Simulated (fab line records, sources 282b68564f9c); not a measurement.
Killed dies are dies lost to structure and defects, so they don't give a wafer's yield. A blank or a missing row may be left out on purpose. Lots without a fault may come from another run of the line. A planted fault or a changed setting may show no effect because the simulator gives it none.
fab line records | flow rit_cmos
record lots=7 wafers=21 last_day=7
route steps=202 shown NRETRO@60 PRETRO@64 GATE@75 M1@202
lots that met no fault: from a run of the same line without faults
start_h: hours from the record's first day to the start of the lot's first wafer shown | wait_h: hours since the lot's step before | " the same as in the row above | L1.1+2: a row that stands for several wafers | - no value, or no start given | * or withheld: withheld | < > ~ a bound
route shown NAME@n: a module of which the file shows steps, and the number in the route of the first | usual: mean/standard deviation of fault-free wafers | same: alike in all rows | chamber/n: place in a boat | sites: the reading at each site | _std_site: their standard deviation | _edge_site: outer sites' mean less inner sites' | radius_mm: how far each site lies from the wafer's centre | mask NAME#n: copy n | behind: the tool/chamber that last shaped the wafer | hold: why the lot was held/for how many hours/how that ended | device: the transistor (n, p or np) that didn't switch | end of line: the same wafers' tests at the end of the route | a step without rows: its recipe alone | killed: dies lost to structure and defects at the first sort, not the wafer's yield | map: a wafer's dies, x killed, . not, _ none there
set.NAME: the setting as run; set.NAME@STEP: as run at that earlier step | model.NAME: the simulator's own value behind a step, which no gauge read
lots at some steps of the route; a table a step, a row a wafer
services: from which hour (start_h, from the record's first day; less than 0 if before it) a tool's chamber was out of use, for how many hours, and why
## steps
# step RIT_NRETRO_HARDBAKE_07
# recipe resist=NOVOLAK temp_c=140 time_s=120
# step RIT_NRETRO_IMPLANT_08
# recipe species=P energy_kev=70 dose_cm2=1e+13 tilt_deg=7.164
# step RIT_NRETRO_STRIP_09
# recipe chemistry=O2 time_s=180 resist=NOVOLAK platen_temp_c=withheld power_w=500 pressure_mtorr=4000 o2_flow_sccm=4000
# usual drypump_motor_current_A=5.5/0.31
# columns lot.wafer tool chamber start_h wait_h drypump_motor_current_A rf_hours_counter_h
L374.1 plasma_asher-03 1 29.28 0.1 6.0 41
L374.3 " 0 " " 5.1 -
L374.6 " 0 " " 5.1 -
L377.2 plasma_asher-04 0 45.64 0.1 5.2 28
L377.3 " 1 " " 5.6 -
L377.5 " 1 " " 5.6 -
L382.3 plasma_asher-01 1 72.56 0.1 5.6 -
L382.4 " 0 " " 5.6 -
L382.5 " 0 " " 5.6 -
L388.4 plasma_asher-03 0 101.58 0.1 5.2 -
L388.5 " 1 " " 6.0 -
L388.6 " 0 " " 5.1 -
L389.2 plasma_asher-03 0 104.16 0.1 5.2 49
L389.3 " 1 " " 6.0 -
L389.6 " 0 " " 5.1 -
L391.3 plasma_asher-04 1 114.30 0.1 5.6 -
L391.4 " 0 " " 5.2 -
L391.5 " 1 " " 5.6 -
L397.1 plasma_asher-04 1 144.19 0.1 5.6 40
L397.5 " 1 " " 5.6 -
L397.6 " 0 " " 5.2 -
# step RIT_NRETRO_TW_MEAS_10
# usual NRETRO_TW=1048/5
# columns lot.wafer tool chamber start_h wait_h NRETRO_TW
L374.1 film_metro-03 - 29.46 0.1 1040
L374.3 " - " " 1042
L374.6 " - " " 1042
L377.2 film_metro-04 - 45.82 0.1 1052
L377.3 " - " " 1047
L377.5 " - " " 1048
L382.3 film_metro-04 - 72.70 0.1 1050
L382.4 " - " " 1051
L382.5 " - " " 1051
L388.4 film_metro-04 - 101.72 0.1 1057
L388.5 " - " " 1060
L388.6 " - " " 1054
L389.2 film_metro-03 - 104.35 0.1 1045
L389.3 " - " " 1044
L389.6 " - " " 1042
L391.3 film_metro-02 - 114.43 0.1 1054
L391.4 " - " " 1052
L391.5 " - " " 1046
L397.1 film_metro-02 - 144.37 0.1 1059
L397.5 " - " " 1058
L397.6 " - " " 1056
# step RIT_PRETRO_HMDS_00
# recipe prime_time_s=60 prime_temp_c=140
# step RIT_PRETRO_COAT_01
# recipe resist=NOVOLAK spin_rpm=2000 resist_thk_nm=1300
# step RIT_PRETRO_SOFTBAKE_02
# recipe resist=NOVOLAK temp_c=90 time_s=60
# step RIT_PRETRO_EXPOSE_03
# recipe mask_id=M5 na=0.57 target_cd_nm=43700 dose_mj=250
# step RIT_PRETRO_PEB_04
# recipe resist=NOVOLAK temp_c=withheld time_s=withheld
# step RIT_PRETRO_DEVELOP_05
# recipe resist=NOVOLAK develop_time_s=68 dev_temp_c=23
# step RIT_PRETRO_OVL_MEAS_06
# usual PRETRO_OVL=0.1/1.5
# columns lot.wafer tool chamber start_h wait_h PRETRO_OVL[nm]
L374.1 overlay-02 - 30.40 - 0.4
L374.3 " - " " 1.4
L374.6 " - " " 1.4
L377.2 overlay-01 - 46.76 - -0.9
L377.3 " - " " -1.5
L377.5 " - " " -1.6
L382.3 overlay-01 - 73.63 - 1.3
L382.4 " - " " 1.1
L382.5 " - " " 1.0
L388.4 overlay-01 - 102.80 - 0.2
L388.5 " - " " -1.4
L388.6 " - " " 0.2
L389.2 overlay-01 - 105.28 - -2.7
L389.3 " - " " -1.0
L389.6 " - " " -1.9
L391.3 overlay-02 - 115.49 - 1.9
L391.4 " - " " 1.4
L391.5 " - " " 2.7
L397.1 overlay-01 - 145.31 - -2.6
L397.5 " - " " -1.9
L397.6 " - " " -2.2
# step RIT_PRETRO_HARDBAKE_07
# recipe resist=NOVOLAK temp_c=140 time_s=120
# step RIT_PRETRO_IMPLANT_08
# recipe species=B energy_kev=45 dose_cm2=1.177e+13 tilt_deg=7
# usual beam_energy_keV=45.000/0.015
# columns lot.wafer tool chamber start_h wait_h beam_energy_keV model.implant.rp_nm model.implant.drp_nm
L374.1 implanter-02 0 30.68 0.2 45.001 144.8 55.07
L374.3 " 0 " " 44.974 144.8 55.07
L374.6 " 0 " " 44.987 144.8 55.07
L377.2 implanter-04 0 47.06 0.2 44.996 137.1 55.07
L377.3 " 0 " " 44.992 137.1 55.07
L377.5 " 0 " " 44.997 137.1 55.07
L382.3 implanter-04 0 73.97 0.2 45.008 146.9 55.07
L382.4 " 0 " " 44.979 146.9 55.07
L382.5 " 0 " " 45.002 146.9 55.07
L388.4 implanter-02 0 103.14 0.2 60.726 191.6 65.12
L388.5 " 0 " " 60.735 191.6 65.12
L388.6 " 0 " " 60.762 191.6 65.12
L389.2 implanter-02 0 105.59 0.2 60.742 187.1 65.12
L389.3 " 0 " " 60.766 187.1 65.12
L389.6 " 0 " " 60.771 187.1 65.12
L391.3 implanter-02 0 115.81 0.2 60.754 190.4 65.12
L391.4 " 0 " " 60.736 190.4 65.12
L391.5 " 0 " " 60.755 190.4 65.12
L397.1 implanter-04 0 145.59 0.2 45.024 141.5 55.07
L397.5 " 0 " " 45.017 141.5 55.07
L397.6 " 0 " " 45.000 141.5 55.07
# step RIT_PRETRO_STRIP_09
# recipe chemistry=O2 time_s=180 resist=NOVOLAK platen_temp_c=withheld power_w=500 pressure_mtorr=4000 o2_flow_sccm=4000
# usual drypump_motor_current_A=5.6/0.49
# columns lot.wafer tool chamber start_h wait_h drypump_motor_current_A rf_hours_counter_h
L374.1 plasma_asher-01 1 30.83 0.1 5.6 41
L374.3 " 0 " " 5.6 -
L374.6 " 0 " " 5.6 -
L377.2 plasma_asher-02 1 47.19 0.1 4.8 33
L377.3 " 0 " " 6.3 -
L377.5 " 1 " " 4.8 -
L382.3 plasma_asher-01 0 74.13 0.1 5.6 -
L382.4 " 1 " " 5.7 -
L382.5 " 1 " " 5.7 -
L388.4 plasma_asher-02 1 103.28 0.1 4.9 -
L388.5 " 0 " " 6.3 -
L388.6 " 1 " " 4.9 -
L389.2 plasma_asher-03 1 105.71 0.1 6.1 49
L389.3 " 1 " " 6.1 -
L389.6 " 0 " " 5.2 -
L391.3 plasma_asher-01 0 115.97 0.1 5.6 -
L391.4 " 1 " " 5.6 -
L391.5 " 1 " " 5.6 -
L397.1 plasma_asher-02 0 145.74 0.1 6.3 3
L397.5 " 1 " " 4.8 -
L397.6 " 0 " " 6.3 -
# step RIT_PRETRO_TW_MEAS_10
# usual PRETRO_TW=470.8/2.7
# columns lot.wafer tool chamber start_h wait_h PRETRO_TW
L374.1 film_metro-02 - 31.01 0.1 471.3
L374.3 " - " " 472.4
L374.6 " - " " 469.0
L377.2 film_metro-02 - 47.37 0.1 468.6
L377.3 " - " " 470.3
L377.5 " - " " 470.4
L382.3 film_metro-01 - 74.27 0.1 469.2
L382.4 " - " " 472.3
L382.5 " - " " 469.8
L388.4 film_metro-03 - 103.42 0.1 487.2
L388.5 " - " " 487.9
L388.6 " - " " 490.5
L389.2 film_metro-02 - 105.90 0.1 494.3
L389.3 " - " " 495.3
L389.6 " - " " 496.9
L391.3 film_metro-01 - 116.11 0.1 487.4
L391.4 " - " " 487.9
L391.5 " - " " 485.2
L397.1 film_metro-02 - 145.92 0.1 477.3
L397.5 " - " " 477.4
L397.6 " - " " 478.2
# step RIT_GATE_WET_ETCH_00
# recipe chemistry=BOE target=SiO2 target_depth_nm=56 time_s=60 dry=n2_spin dilution=10:1 temp_c=21.5
# step RIT_M1_PROBE_99
# usual killed_at_contacts=0.1/0.27 killed_at_front_end=7.2/2.9 killed_dies=7.3/2.9 killed_open=3.6/1.9 killed_short=3.8/1.9
# same gross_dies=264 killed_at_M0_to_M3=0 killed_at_M4_up=0 killed_at_back_side=0 killed_at_other=0
# columns lot.wafer tool chamber start_h wait_h killed_at_contacts killed_at_front_end killed_dies killed_open killed_short model.etest.nmos_0p3.r_on_ohm_um model.etest.nmos_0p15.r_on_ohm_um model.etest.nmos_turned.drive_ua_um model.etest.nmos_0p15.drive_ua_um model.etest.nmos_narrow.drive_ua_um model.etest.nmos_0p3.drive_ua_um model.etest.retro_edge_nmos.off_log10_a_um model.etest.nmos_0p15.off_log10_a_um
L374.1 prober-02 - 59.91 0.1 0 5 5 1 4 2092 1075 341 493.6 239.7 232.7 -9.627 -9.742
L374.3 prober-02 - 60.01 0.2 0 9 9 6 3 2131 1075 336.4 490.1 230.1 229.1 -9.494 -9.654
L374.6 prober-02 - 60.16 0.2 0 12 12 4 8 2122 1092 332.9 488.9 237 229.4 -9.449 -9.589
L377.2 prober-02 - 73.61 0.1 0 7 7 4 3 2172 1141 314.7 458.9 221.3 221.2 -10.03 -10.13
L377.3 prober-02 - 73.66 0.2 0 11 11 5 6 2144 1111 324.7 472.1 223.8 221.7 -10.04 -10.14
L377.5 prober-02 - 73.76 0.2 0 6 6 2 4 2200 1157 312.9 462.4 220.2 215.8 -9.931 -10.12
L382.3 prober-01 - 101.09 0.2 0 5 5 2 3 2164 1131 327.9 469 225.8 227.9 -9.752 -9.99
L382.4 prober-01 - 101.14 0.2 0 3 3 2 1 2160 1132 318.8 479.3 226.9 229.2 -9.653 -9.942
L382.5 prober-01 - 101.19 0.2 0 4 4 2 2 2166 1141 323.9 469.7 220.4 226.6 -9.858 -10.04
L388.4 prober-01 - 128.29 0.2 0 5 5 2 3 2021 1080 350.7 507 257.3 257 -8.657 -8.751
L388.5 prober-01 - 128.34 0.2 1 7 8 3 5 2078 1103 351.9 502.6 250.4 250.5 -8.853 -8.91
L388.6 prober-01 - 128.39 0.2 0 6 6 3 3 2041 1084 361 507.9 254.1 250.5 -8.425 -8.751
L389.2 prober-02 - 132.33 0.1 0 6 6 3 3 2038 1113 363.7 509.3 254.7 256.8 -8.679 -8.898
L389.3 prober-02 - 132.38 0.2 1 7 8 5 3 2043 1132 352.3 484.3 251.4 251.7 -9.256 -9.344
L389.6 prober-02 - 132.53 0.2 0 6 6 4 2 2016 1113 366.4 503.6 247.1 254.2 -8.819 -8.959
L391.3 prober-02 - 144.60 0.2 1 6 7 4 3 2005 1056 375.8 521.8 263.1 261.5 -8.63 -8.771
L391.4 prober-02 - 144.65 0.2 0 7 7 4 3 1996 1079 379.6 518.6 267.1 258.7 -8.509 -8.675
L391.5 prober-02 - 144.70 0.2 1 9 10 5 5 1984 1040 385.7 520.9 260.7 254.2 -8.512 -8.598
L397.1 prober-02 - 174.74 0.1 0 9 9 6 3 2073 1087 331.6 479.2 237.3 237.5 -10.06 -10.25
L397.5 prober-02 - 174.94 0.2 0 8 8 2 6 2102 1101 340.3 482.5 240.3 233.1 -10.11 -10.22
L397.6 prober-02 - 174.99 0.2 0 6 6 2 4 2130 1132 328.4 465.6 228.5 227.6 -10.29 -10.45
# killed by level:class
L374.1 GATE:geometric_particle:short=4 GATE:geometric_particle:open=1
L374.3 GATE:geometric_particle:open=2 GATE:geometric_particle:short=2 REOX:geometric_particle:open=2 FOX1:geometric_particle:open=1 SPACER:geometric_particle:short=1 SILICIDE:geometric_particle:open=1
L374.6 REOX:geometric_particle:short=3 SPACER:geometric_particle:short=3 SPACER:geometric_particle:open=3 FOX2:geometric_particle:open=1 GATE:geometric_particle:short=1 SILICIDE:geometric_particle:short=1
L377.2 FOX1:geometric_particle:open=2 SPACER:geometric_particle:open=2 SILICIDE:geometric_particle:short=2 SPACER:geometric_particle:short=1
L377.3 SPACER:geometric_particle:short=4 SPACER:geometric_particle:open=2 GATE:geometric_particle:short=1 GATE:geometric_particle:open=1 REOX:geometric_particle:open=1 SILICIDE:geometric_particle:short=1 SILICIDE:geometric_particle:open=1
L377.5 ACTIVE:geometric_particle:open=1 FOX1:geometric_particle:short=1 FOX2:geometric_particle:short=1 GATE:geometric_particle:short=1 GATE:geometric_particle:open=1 SPACER:geometric_particle:short=1
L382.3 GATE:geometric_particle:open=2 GATE:geometric_particle:short=2 SPACER:geometric_particle:short=1
L382.4 GATE:geometric_particle:open=2 SPACER:geometric_particle:short=1
L382.5 FOX1:geometric_particle:open=1 FOX2:geometric_particle:short=1 SPACER:geometric_particle:short=1 SPACER:geometric_particle:open=1
L388.4 GATE:geometric_particle:short=3 FOX1:geometric_particle:open=1 GATE:geometric_particle:open=1
L388.5 REOX:geometric_particle:short=2 ACTIVE:geometric_particle:short=1 FOX2:geometric_particle:short=1 REOX:geometric_particle:open=1 SPACER:geometric_particle:open=1 SPACER:geometric_particle:short=1 CONTACT:geometric_particle:open=1
L388.6 GATE:geometric_particle:open=2 GATE:geometric_particle:short=2 REOX:geometric_particle:open=1 REOX:geometric_particle:short=1
L389.2 GATE:geometric_particle:short=2 FOX1:geometric_particle:open=1 SPACER:geometric_particle:open=1 SPACER:geometric_particle:short=1 SILICIDE:geometric_particle:open=1
L389.3 GATE:geometric_particle:open=4 GATE:geometric_particle:short=1 SPACER:geometric_particle:short=1 SILICIDE:geometric_particle:short=1 CONTACT:geometric_particle:open=1
L389.6 REOX:geometric_particle:open=2 FOX1:geometric_particle:short=1 GATE:geometric_particle:open=1 SILICIDE:geometric_particle:short=1 SILICIDE:geometric_particle:open=1
L391.3 GATE:geometric_particle:open=2 GATE:geometric_particle:short=2 FOX1:geometric_particle:open=1 SPACER:geometric_particle:open=1 CONTACT:geometric_particle:short=1
L391.4 REOX:geometric_particle:open=2 FOX2:geometric_particle:open=1 FOX2:geometric_particle:short=1 GATE:geometric_particle:short=1 GATE:geometric_particle:open=1 REOX:geometric_particle:short=1
L391.5 FOX2:geometric_particle:open=3 SILICIDE:geometric_particle:short=2 FOX1:geometric_particle:short=1 FOX2:geometric_particle:short=1 GATE:geometric_particle:open=1 SPACER:geometric_particle:open=1 CONTACT:geometric_particle:short=1
L397.1 GATE:geometric_particle:open=3 REOX:geometric_particle:open=2 FOX1:geometric_particle:short=1 FOX2:geometric_particle:short=1 FOX2:geometric_particle:open=1 SPACER:geometric_particle:short=1
L397.5 GATE:geometric_particle:short=4 SPACER:geometric_particle:open=1 SPACER:geometric_particle:short=1 SILICIDE:geometric_particle:short=1 SILICIDE:geometric_particle:open=1
L397.6 SILICIDE:geometric_particle:short=2 ACTIVE:geometric_particle:open=1 FOX1:geometric_particle:short=1 GATE:geometric_particle:open=1 GATE:geometric_particle:short=1
## services
# columns tool chamber start_h hours kind
plasma_asher-01 - 27.66 2.8 pm
plasma_asher-01 - 31.34 1.6 repair
implanter-04 - 70.29 3.6 pm
plasma_asher-01 - 83.32 14.6 pm
implanter-04 - 105.84 5.2 repair
plasma_asher-02 - 108.75 9.0 pm
plasma_asher-02 0 108.75 9.0 vent_cycle
plasma_asher-02 1 108.75 9.0 vent_cycle
plasma_asher-02 - 117.75 2.8 pm
plasma_asher-02 0 117.75 - clean
plasma_asher-02 1 117.75 - clean
## key
first_sign step=RIT_PRETRO_IMPLANT_08 reading=beam_energy_keV direction=up sigmas=99+ usual=45.000 struck=60.750
effect step=RIT_PRETRO_TW_MEAS_10 reading=PRETRO_TW direction=up sigmas=7.3 usual=470.8 struck=490.3
model_effect step=RIT_PRETRO_IMPLANT_08 value=implant.rp_nm without=143.3 struck=189.7
model_effect step=RIT_M1_PROBE_99 value=etest.nmos_0p3.r_on_ohm_um without=2186 struck=2025
met_at RIT_PRETRO_IMPLANT_08
struck_wafers L388.4,L388.5,L388.6,L389.2,L389.3,L389.6,L391.3,L391.4,L391.5
tester_left_out L388,L389,L391
onset_between 30.68 103.14
fault kind=process_parameter_drift tool=implanter-02 chamber=- onset_h=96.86 steps=RIT_PRETRO_IMPLANT_08 channel=energy_kev offset=15.75 shape=step end_h=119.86 acts_in=these_recipes_only stated=45
# tester_left_out: of these lots the tester's yield and bins aren't shown, on N5 and GAA mostly nor the transistor test; their killed dies are dies lost to structure and defects alone, not to doping, threshold or leakage, so they don't give the yield
